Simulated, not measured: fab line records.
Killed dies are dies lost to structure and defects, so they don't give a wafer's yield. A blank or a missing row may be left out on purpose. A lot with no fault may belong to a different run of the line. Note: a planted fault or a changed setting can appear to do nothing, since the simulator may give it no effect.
fab line records | flow berkeleyCmos170
record lots=5 wafers=23
route steps=331 shown PLDD@148 NLDD@167 PSD@179 NSD@191 CONTACT@217
startH: hours from the record's first day to the start of the lot's first wafer shown | waitH: hours from the lot's prior step to this one | " repeats the value in the row above | L1.1+2: one row covering several wafers at once | - no value, or no start given | * or withheld: withheld | < > ~ a bound
route shown NAME@n: names a module that has steps shown in the file, with the first one's number in the route | usual: the fault-free wafers' mean and standard deviation | same: alike in all rows | chamber/n: place in a boat | sites: the reading at each site | _std_site: standard deviation across them | _edge_site: the outer-site mean with the inner-site mean subtracted | radiusMm: how far each site lies from the wafer's centre | mask NAME#n: copy n | behind: the most recent tool/chamber to have shaped the wafer | hold: why the lot went on hold/how many hours it stayed there/how the hold came to an end | device: the n, p or np transistor that did not switch | end of line: the tests these same wafers got at the end of their route | a step given without rows: its recipe and nothing more | killed: not the wafer's yield, but the dies lost to structure and defects at the first sort | map: a wafer's dies, marking killed ones x, the rest . and places with no die _
set.NAME: setting as actually run; set.NAME@STEP: the setting as run at that earlier step | model.NAME: the simulator's own value behind a step, which no gauge read
lots with deliberately changed settings; one table per step, one row per wafer
## steps
# step UCB170_PLDD_EXPOSE_03
# recipe maskId=PSELECT na=0.5 sigmaOuter=0.6 sourceShape=conventional targetCdNm=1200 doseMj=30
# columns lot.wafer tool chamber startH waitH mask set.doseMj
L074.1+2+3+5+6 krfScanner-01 0 125.35 0.3 PSELECT#0 30
L076.2+6 krfScanner-01 0 139.37 0.1 PSELECT#0 29.38
L076.3+4+5 " 0 " " PSELECT#0 30
L084.1+3+6 krfScanner-02 0 180.78 0.2 PSELECT#0 30
L083.1+4+5 krfScanner-01 0 181.02 0.3 PSELECT#0 30
L083.3+6 " 0 " " PSELECT#0 32.01
L085.1+2+6 krfScanner-01 0 181.55 0.1 PSELECT#0 30.67
L085.4+5 " 0 " " PSELECT#0 30
# step UCB170_PLDD_PEB_04
# recipe pebTempC=130 pebTimeS=withheld resist=KrF
# step UCB170_PLDD_DEVELOP_05
# recipe developer=TMAH developTimeS=45 resist=KrF devTempC=21
# step UCB170_PLDD_CD_MEAS_06
# recipe targetCdNm=1200
# usual cdNm=1200.1/1.3
# columns lot.wafer tool chamber startH waitH set.doseMj@PLDD_EXPOSE_03 cdNm
L074.1 cdSem-01 - 125.99 - 30 1200.4
L074.2 " - " " 30 1200.2
L074.3 " - " " 30 1199.6
L074.5 " - " " 30 1199.9
L074.6 " - " " 30 1201.7
L076.2 cdSem-02 - 139.76 - 29.38 1196.2
L076.3 " - " " 30 1201.4
L076.4 " - " " 30 1199.7
L076.5 " - " " 30 1201.0
L076.6 " - " " 29.38 1196.6
L084.1 cdSem-02 - 181.38 - 30 1203.1
L084.3 " - " " 30 1202.4
L084.6 " - " " 30 1202.4
L083.1 cdSem-02 - 181.66 - 30 1201.1
L083.3 " - " " 32.01 1212.4
L083.4 " - " " 30 1201.0
L083.5 " - " " 30 1201.4
L083.6 " - " " 32.01 1212.4
L085.1 cdSem-02 - 182.06 - 30.67 1201.1
L085.2 " - " " 30.67 1203.5
L085.4 " - " " 30 1198.3
L085.5 " - " " 30 1197.7
L085.6 " - " " 30.67 1202.6
# step UCB170_NLDD_IMPLANT_09
# recipe species=As doseCm2=5e+13 energyKev=30 tiltDeg=7 rotationDeg=180
# columns lot.wafer tool chamber startH waitH set.energyKev model.implant.rpNm model.implant.drpNm
L074.1+2+6 implanter-03 0 130.67 0.1 30.49 21.51 9.725
L074.3+5 " 0 " " 30 21.25 9.611
L076.2+3+4+5+6 implanter-03 0 141.93 0.1 30 21.91 9.611
L084.1+3+6 implanter-02 0 183.75 0.1 30 21.49 9.611
L083.1+4+6 implanter-01 0 184.22 0.1 28.41 20.37 9.238
L083.3+5 " 0 " " 30 21.23 9.611
L085.1+4+5 implanter-03 0 184.93 0.1 29.01 20.7 9.379
L085.2+6 " 0 " " 30 21.23 9.611
# step UCB170_PSD_PEB_04
# recipe pebTempC=130 pebTimeS=withheld resist=KrF
# columns lot.wafer tool chamber startH waitH set.pebTempC
L074.1+5+6 lithoTrack-03 0 135.23 0.1 128.8
L074.2+3 " 0 " " 130
L076.2+5 lithoTrack-03 0 148.18 0.4 130
L076.3+4+6 " 0 " " 131.5
L084.1+3+6 lithoTrack-01 0 191.32 0.4 130
L083.1+3+4 lithoTrack-04 0 191.51 0.3 127.4
L083.5+6 " 0 " " 130
L085.1+6 lithoTrack-01 0 191.59 0.1 130
L085.2+4+5 " 0 " " 131.6
# step UCB170_PSD_DEVELOP_05
# recipe developer=TMAH developTimeS=45 resist=KrF devTempC=21
# step UCB170_PSD_CD_MEAS_06
# recipe targetCdNm=1200
# usual cdNm=1200.1/1.5
# columns lot.wafer tool chamber startH waitH set.pebTempC@PSD_PEB_04 cdNm
L074.1 cdSem-02 - 135.54 - 128.8 1193.0
L074.2 " - " " 130 1201.7
L074.3 " - " " 130 1202.1
L074.5 " - " " 128.8 1193.7
L074.6 " - " " 128.8 1192.6
L076.2 cdSem-01 - 148.45 - 130 1200.7
L076.3 " - " " 131.5 1210.9
L076.4 " - " " 131.5 1210.6
L076.5 " - " " 130 1199.8
L076.6 " - " " 131.5 1210.1
L084.1 cdSem-01 - 191.59 - 130 1201.7
L084.3 " - " " 130 1201.8
L084.6 " - " " 130 1201.9
L083.1 cdSem-02 - 191.79 - 127.4 1182.8
L083.3 " - " " 127.4 1183.0
L083.4 " - " " 127.4 1181.4
L083.5 " - " " 130 1203.2
L083.6 " - " " 130 1201.5
L085.1 cdSem-01 - 191.87 - 130 1201.5
L085.2 " - " " 131.6 1211.4
L085.4 " - " " 131.6 1210.4
L085.5 " - " " 131.6 1210.3
L085.6 " - " " 130 1199.6
# step UCB170_PSD_IMPLANT_08
# recipe species=B doseCm2=3e+15 energyKev=20 tiltDeg=7
# columns lot.wafer tool chamber startH waitH set.energyKev model.implant.rpNm model.implant.drpNm
L074.1+2+5 implanter-02 0 135.69 0.0 20.54 69.15 28.91
L074.3+6 " 0 " " 20 67.36 28.34
L076.2+3+4 implanter-03 0 148.61 0.0 19.04 63.06 27.38
L076.5+6 " 0 " " 20 66.21 28.34
L084.1+3+6 implanter-04 0 191.75 0.0 20 64.35 28.34
L083.1+3+4+5+6 implanter-02 0 191.94 0.0 20 66.1 28.34
L085.1+5+6 implanter-03 0 192.03 0.0 20 63.73 28.34
L085.2+4 " 0 " " 20.85 66.41 29.28
# step UCB170_PSD_STRIP_09
# recipe chemistry=O2 powerW=400 pressureMtorr=3500 platenTempC=withheld o2FlowSccm=400 overashFraction=0.5
# usual stripTimeToEndpointS=29.41/0.072
# columns lot.wafer tool chamber startH waitH set.energyKev@PSD_IMPLANT_08 stripTimeToEndpointS
L074.1 plasmaAsher-03 1 135.84 0.1 20.54 29.61
L074.2 " 0 " " 20.54 29.59
L074.3 " 1 " " 20 29.33
L074.5 " 1 " " 20.54 29.59
L074.6 " 0 " " 20 29.36
L076.2 plasmaAsher-04 0 148.74 0.1 19.04 28.90
L076.3 " 1 " " 19.04 28.90
L076.4 " 0 " " 19.04 28.89
L076.5 " 1 " " 20 29.37
L076.6 " 0 " " 20 29.29
L084.1 plasmaAsher-01 1 191.90 0.1 20 29.26
L084.3 " 0 " " 20 29.30
L084.6 " 1 " " 20 29.39
L083.1 plasmaAsher-03 0 192.09 0.1 20 29.35
L083.3 " 1 " " 20 29.33
L083.4 " 0 " " 20 29.37
L083.5 " 0 " " 20 29.37
L083.6 " 1 " " 20 29.37
L085.1 plasmaAsher-01 1 192.18 0.1 20 29.30
L085.2 " 0 " " 20.85 29.74
L085.4 " 1 " " 20.85 29.70
L085.5 " 0 " " 20 29.32
L085.6 " 1 " " 20 29.34
# step UCB170_NSD_PEB_04
# recipe pebTempC=130 pebTimeS=withheld resist=KrF
# columns lot.wafer tool chamber startH waitH set.pebTempC
L074.1+6 lithoTrack-01 0 137.72 0.4 131.5
L074.2+3+5 " 0 " " 130
L076.2+3+4+5+6 lithoTrack-03 0 149.92 0.1 130
L084.1+3+6 lithoTrack-02 0 192.82 0.1 130
L083.1+5+6 lithoTrack-01 0 193.32 0.1 130
L083.3+4 " 0 " " 128.5
L085.1+2+4+5+6 lithoTrack-03 0 193.57 0.1 130
# step UCB170_NSD_DEVELOP_05
# recipe developer=TMAH developTimeS=45 resist=KrF devTempC=21
# step UCB170_NSD_CD_MEAS_06
# recipe targetCdNm=1200
# usual cdNm=1199.4/1.4
# columns lot.wafer tool chamber startH waitH set.pebTempC@NSD_PEB_04 cdNm
L074.1 cdSem-02 - 138.00 - 131.5 1209.8
L074.2 " - " " 130 1199.5
L074.3 " - " " 130 1198.1
L074.5 " - " " 130 1199.3
L074.6 " - " " 131.5 1208.0
L076.2 cdSem-02 - 150.19 - 130 1198.5
L076.3 " - " " 130 1198.7
L076.4 " - " " 130 1199.2
L076.5 " - " " 130 1199.4
L076.6 " - " " 130 1198.1
L084.1 cdSem-02 - 193.09 - 130 1200.0
L084.3 " - " " 130 1199.1
L084.6 " - " " 130 1198.9
L083.1 cdSem-02 - 193.60 - 130 1201.3
L083.3 " - " " 128.5 1191.1
L083.4 " - " " 128.5 1190.1
L083.5 " - " " 130 1200.8
L083.6 " - " " 130 1201.4
L085.1 cdSem-01 - 193.84 - 130 1199.3
L085.2 " - " " 130 1199.8
L085.4 " - " " 130 1198.9
L085.5 " - " " 130 1198.1
L085.6 " - " " 130 1197.5
# step UCB170_CONTACT_CVD_01
# recipe material=PSG targetThkNm=700 tempC=450 precursor=SiH4/O2/PH3 timeS=2820 pressureMtorr=300 sih4FlowSccm=60 o2FlowSccm=90 ph3FlowSccm=25
# columns lot.wafer tool chamber startH waitH set.sih4FlowSccm model.PSG_of_CONTACT_CVD_01.thkNm
L074.1 - - - 1.4 68.87 732.4
L074.2 " - " " 68.87 739.3
L074.3+6 " - " " 68.87 736.3
L074.5 " - " " 68.87 734.2
L076.2 - - - 0.0 52.33 672.6
L076.3 " - " " 52.33 669.7
L076.4 " - " " 52.33 665.7
L076.5 " - " " 52.33 667.8
L076.6 " - " " 52.33 676.1
L083.1 - - - 0.2 66.81 722.8
L083.3 " - " " 66.81 726.2
L083.4 " - " " 66.81 727.7
L083.5 " - " " 66.81 728.8
L083.6 " - " " 66.81 729.7
L084.1 lpcvd-02 0 196.49 0.8 60 699.5
L084.3 " 0 " " 60 703.3
L084.6 " 0 " " 60 701.9
L085.1 - - - 0.2 55.57 680.5
L085.2 " - " " 55.57 680.2
L085.4 " - " " 55.57 678.6
L085.5 " - " " 55.57 678.5
L085.6 " - " " 55.57 677.4
# step UCB170_CONTACT_THK_MEAS_02
# recipe reads=PSG_of_CONTACT_CVD_01
# usual CONTACT_PSG_THK=700/5.3
# columns lot.wafer tool chamber startH waitH set.sih4FlowSccm@CONTACT_CVD_01 CONTACT_PSG_THK[nm]
L074.1 filmMetro-04 - - - 68.87 732
L074.2 " - " " 68.87 739
L074.3 " - " " 68.87 737
L074.5 " - " " 68.87 734
L074.6 " - " " 68.87 736
L076.2 filmMetro-03 - - - 52.33 673
L076.3 " - " " 52.33 670
L076.4 " - " " 52.33 666
L076.5 " - " " 52.33 668
L076.6 " - " " 52.33 676
L083.1 filmMetro-04 - - - 66.81 723
L083.3 " - " " 66.81 726
L083.4 " - " " 66.81 727
L083.5 " - " " 66.81 729
L083.6 " - " " 66.81 729
L084.1 filmMetro-02 - 198.28 0.0 60 700
L084.3 " - " " 60 703
L084.6 " - " " 60 702
L085.1 filmMetro-02 - - - 55.57 680
L085.2 " - " " 55.57 680
L085.4 " - " " 55.57 679
L085.5 " - " " 55.57 678
L085.6 " - " " 55.57 678
# step UCB170_CONTACT_EXPOSE_12
# recipe maskId=CONT targetCdNm=700 na=0.5 sigmaOuter=0.6 sourceShape=conventional doseMj=35
# columns lot.wafer tool chamber startH waitH mask set.doseMj
L074.1+3+5 krfScanner-02 0 145.23 - CONT#0 35
L074.2+6 " 0 " " CONT#0 35.7
L076.2+4+6 krfScanner-02 0 157.04 - CONT#0 35
L076.3+5 " 0 " " CONT#0 36.01
L083.1+3+4+5+6 krfScanner-01 0 199.91 - CONT#0 35
L084.1+3+6 krfScanner-02 0 200.24 - CONT#0 35
L085.1+2+5 krfScanner-01 0 200.48 - CONT#0 33.01
L085.4+6 " 0 " " CONT#0 35
# step UCB170_CONTACT_PEB_13
# recipe pebTempC=130 pebTimeS=withheld resist=KrF
# columns lot.wafer tool chamber startH waitH set.pebTempC
L074.1+3+6 lithoTrack-02 0 145.35 0.1 130
L074.2+5 " 0 " " 132.1
L076.2+4 lithoTrack-03 0 157.16 0.1 133.6
L076.3+5+6 " 0 " " 130
L083.1+3+4+5+6 lithoTrack-03 0 200.14 0.2 130
L084.1+3+6 lithoTrack-04 0 200.39 0.1 130
L085.1+6 lithoTrack-04 0 200.67 0.2 130
L085.2+4+5 " 0 " " 131.4
# step UCB170_CONTACT_DEVELOP_14
# recipe developer=TMAH developTimeS=45 resist=KrF devTempC=21
# step UCB170_CONTACT_CD_MEAS_15
# recipe targetCdNm=700
# usual cdNm=700.1/1.6
# columns lot.wafer tool chamber startH waitH set.doseMj@CONTACT_EXPOSE_12 set.pebTempC@CONTACT_PEB_13 cdNm
L074.1 cdSem-02 - 145.62 - 35 130 699.3
L074.2 " - " " 35.7 132.1 715.1
L074.3 " - " " 35 130 699.4
L074.5 " - " " 35 132.1 711.7
L074.6 " - " " 35.7 130 702.3
L076.2 cdSem-02 - 157.43 - 35 133.6 719.4
L076.3 " - " " 36.01 130 703.7
L076.4 " - " " 35 133.6 719.2
L076.5 " - " " 36.01 130 705.1
L076.6 " - " " 35 130 699.1
L083.1 cdSem-01 - 200.41 - 35 130 702.9
L083.3 " - " " 35 130 702.2
L083.4 " - " " 35 130 701.9
L083.5 " - " " 35 130 702.5
L083.6 " - " " 35 130 703.5
L084.1 cdSem-01 - 200.67 - 35 130 698.8
L084.3 " - " " 35 130 700.0
L084.6 " - " " 35 130 699.6
L085.1 cdSem-01 - 200.94 - 33.01 130 688.1
L085.2 " - " " 33.01 131.4 695.8
L085.4 " - " " 35 131.4 706.8
L085.5 " - " " 33.01 131.4 696.4
L085.6 " - " " 35 130 697.6
# step UCB170_CONTACT_ETCH_17
# recipe chemistry=N2/H2 targetDepthA=withheld overetchA=withheld target=BARC timeS=withheld sourceW=500 biasW=100 pressureMtorr=30 n2FlowSccm=100 h2FlowSccm=200
# columns lot.wafer tool chamber startH waitH set.doseMj@CONTACT_EXPOSE_12 set.pebTempC@CONTACT_PEB_13 model.CONTACT.cdNm
L074.1 rieDiel-03 0 145.78 0.0 35 130 699.4
L074.2 " 2 " " 35.7 132.1 715.1
L074.3 " 1 " " 35 130 699.8
L074.5 " 3 " " 35 132.1 711.8
L074.6 " 2 " " 35.7 130 702.4
L076.2 rieDiel-04 2 157.57 0.0 35 133.6 719.6
L076.3 " 3 " " 36.01 130 703.9
L076.4 " 1 " " 35 133.6 719.3
L076.5 " 0 " " 36.01 130 704.7
L076.6 " 3 " " 35 130 699.6
L083.1+5 rieDiel-04 1,3 200.57 0.0 35 130 702.6
L083.3 " 3 " " 35 130 702.1
L083.4 " 1 " " 35 130 701.9
L083.6 " 2 " " 35 130 703.5
L084.1 rieDiel-03 3 200.82 0.0 35 130 698.9
L084.3 " 2 " " 35 130 700.1
L084.6 " 1 " " 35 130 699.2
L085.1 rieDiel-01 3 201.10 0.0 33.01 130 687.9
L085.2 " 1 " " 33.01 131.4 695.2
L085.4 " 2 " " 35 131.4 706.3
L085.5 " 0 " " 33.01 131.4 695.9
L085.6 " 3 " " 35 130 697.7
# step UCB170_CONTACT_ETCH_18
# recipe chemistry=CHF3/CF4/Ar target=PSG stopOn=TiSi2 CHF3_flow_sccm=45 cf4FlowSccm=15 Ar_flow_sccm=150 pressureMtorr=200 rfW=700 targetDepthA=8400 overEtchFrac=0.2 timeS=195
# columns lot.wafer tool chamber startH waitH set.sih4FlowSccm@CONTACT_CVD_01 set.doseMj@CONTACT_EXPOSE_12 set.pebTempC@CONTACT_PEB_13 model.etch.depthNm model.CONTACT.cdNm model.CONTACT.featureDepthNm
L074.1 rieDiel-03 0 - - 68.87 35 130 732.4 699.6 732.4
L074.2 " 2 " " 68.87 35.7 132.1 739.3 715.6 739.3
L074.3 " 1 " " 68.87 35 130 736.3 700.2 736.3
L074.5 " 3 " " 68.87 35 132.1 734.2 711.9 734.2
L074.6 " 2 " " 68.87 35.7 130 736.3 702.5 736.3
L076.2 rieDiel-04 2 - - 52.33 35 133.6 672.6 719.7 672.6
L076.3 " 3 " " 52.33 36.01 130 - 703.9 669.7
L076.4 " 1 " " 52.33 35 133.6 665.7 719.9 665.7
L076.5 " 0 " " 52.33 36.01 130 667.8 704.5 667.8
L076.6 " 3 " " 52.33 35 130 - 699.8 676.1
L083.1 rieDiel-04 1 - - 66.81 35 130 722.8 703.4 722.8
L083.3 " 3 " " 66.81 35 130 726.2 702.6 726.2
L083.4 " 1 " " 66.81 35 130 727.7 702 727.7
L083.5 " 3 " " 66.81 35 130 728.8 702.8 728.8
L083.6 " 2 " " 66.81 35 130 729.7 703.9 729.7
L084.1 rieDiel-03 3 - - 60 35 130 699.5 698.8 699.5
L084.3 " 2 " " 60 35 130 703.3 700.1 703.3
L084.6 " 1 " " 60 35 130 701.9 699.7 701.9
L085.1 rieDiel-01 3 - - 55.57 33.01 130 680.5 687.8 680.5
L085.2 " 1 " " 55.57 33.01 131.4 - 695.2 680.2
L085.4 " 2 " " 55.57 35 131.4 678.6 706.4 678.6
L085.5 " 0 " " 55.57 33.01 131.4 - 696 678.5
L085.6 " 3 " " 55.57 35 130 - 698.1 677.4
# step UCB170_CONTACT_STRIP_19
# recipe chemistry=O2 powerW=400 pressureMtorr=3500 platenTempC=withheld o2FlowSccm=400 overashFraction=0.5
# step UCB170_CONTACT_CD_MEAS_90
# recipe targetCdNm=700
# usual cdNm=700.4/1.8
# columns lot.wafer tool chamber startH waitH set.doseMj@CONTACT_EXPOSE_12 set.pebTempC@CONTACT_PEB_13 cdNm
L074.1 cdSem-01 - 146.04 0.1 35 130 699.7
L074.2 " - " " 35.7 132.1 715.4
L074.3 " - " " 35 130 700.4
L074.5 " - " " 35 132.1 712.0
L074.6 " - " " 35.7 130 702.6
L076.2 cdSem-01 - 157.85 0.1 35 133.6 720.1
L076.3 " - " " 36.01 130 704.4
L076.4 " - " " 35 133.6 719.6
L076.5 " - " " 36.01 130 704.1
L076.6 " - " " 35 130 699.6
L083.1 cdSem-02 - 200.83 0.1 35 130 703.2
L083.3 " - " " 35 130 702.5
L083.4 " - " " 35 130 701.9
L083.5 " - " " 35 130 702.7
L083.6 " - " " 35 130 704.0
L084.1 cdSem-02 - 201.09 0.1 35 130 698.8
L084.3 " - " " 35 130 700.1
L084.6 " - " " 35 130 699.8
L085.1 cdSem-02 - 201.37 0.1 33.01 130 687.7
L085.2 " - " " 33.01 131.4 694.8
L085.4 " - " " 35 131.4 706.3
L085.5 " - " " 33.01 131.4 695.8
L085.6 " - " " 35 130 697.8
## key
split step=UCB170_PLDD_EXPOSE_03 setting=doseMj stated=30 by=wafer
response step=UCB170_PLDD_CD_MEAS_06 reading=cdNm change=+1.73 per=1% r=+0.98
split step=UCB170_NLDD_IMPLANT_09 setting=energyKev stated=30 by=wafer
response step=UCB170_NLDD_IMPLANT_09 reading=model.implant.rpNm change=+0.162 per=1% r=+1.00
response step=UCB170_NLDD_IMPLANT_09 reading=model.implant.drpNm change=+0.0702 per=1% r=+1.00
split step=UCB170_PSD_PEB_04 setting=pebTempC stated=130 by=wafer
response step=UCB170_PSD_CD_MEAS_06 reading=cdNm change=+9.39 per=1% r=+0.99
split step=UCB170_PSD_IMPLANT_08 setting=energyKev stated=20 by=wafer
response step=UCB170_PSD_IMPLANT_08 reading=model.implant.rpNm change=+0.647 per=1% r=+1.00
response step=UCB170_PSD_IMPLANT_08 reading=model.implant.drpNm change=+0.21 per=1% r=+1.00
response step=UCB170_PSD_STRIP_09 reading=stripTimeToEndpointS change=* per=1% r=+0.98
split step=UCB170_NSD_PEB_04 setting=pebTempC stated=130 by=wafer
response step=UCB170_NSD_CD_MEAS_06 reading=cdNm change=+8.9 per=1% r=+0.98
split step=UCB170_CONTACT_CVD_01 setting=sih4FlowSccm stated=60 by=lot
response step=UCB170_CONTACT_CVD_01 reading=model.PSG_of_CONTACT_CVD_01.thkNm change=+2.42 per=1% r=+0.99
response step=UCB170_CONTACT_THK_MEAS_02 reading=CONTACT_PSG_THK change=+2.41 per=1% r=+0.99
response step=UCB170_CONTACT_ETCH_18 reading=model.etch.depthNm change=+2.44 per=1% r=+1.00
response step=UCB170_CONTACT_ETCH_18 reading=model.CONTACT.featureDepthNm change=+2.42 per=1% r=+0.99
split step=UCB170_CONTACT_EXPOSE_12 setting=doseMj stated=35 by=wafer
response step=UCB170_CONTACT_CD_MEAS_15 reading=cdNm slope=+1.79 per=1% togetherWith=pebTempC@CONTACT_PEB_13 explained=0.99
response step=UCB170_CONTACT_ETCH_17 reading=model.CONTACT.cdNm slope=+1.78 per=1% togetherWith=pebTempC@CONTACT_PEB_13 explained=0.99
response step=UCB170_CONTACT_ETCH_18 reading=model.CONTACT.cdNm slope=+1.81 per=1% togetherWith=pebTempC@CONTACT_PEB_13 explained=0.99
response step=UCB170_CONTACT_CD_MEAS_90 reading=cdNm slope=+1.8 per=1% togetherWith=pebTempC@CONTACT_PEB_13 explained=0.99
split step=UCB170_CONTACT_PEB_13 setting=pebTempC stated=130 by=wafer
response step=UCB170_CONTACT_CD_MEAS_15 reading=cdNm change=+6.53 per=1% r=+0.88
response step=UCB170_CONTACT_ETCH_17 reading=model.CONTACT.cdNm change=+6.46 per=1% r=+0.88
response step=UCB170_CONTACT_ETCH_18 reading=model.CONTACT.cdNm change=+6.56 per=1% r=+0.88
response step=UCB170_CONTACT_CD_MEAS_90 reading=cdNm change=+6.55 per=1% r=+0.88
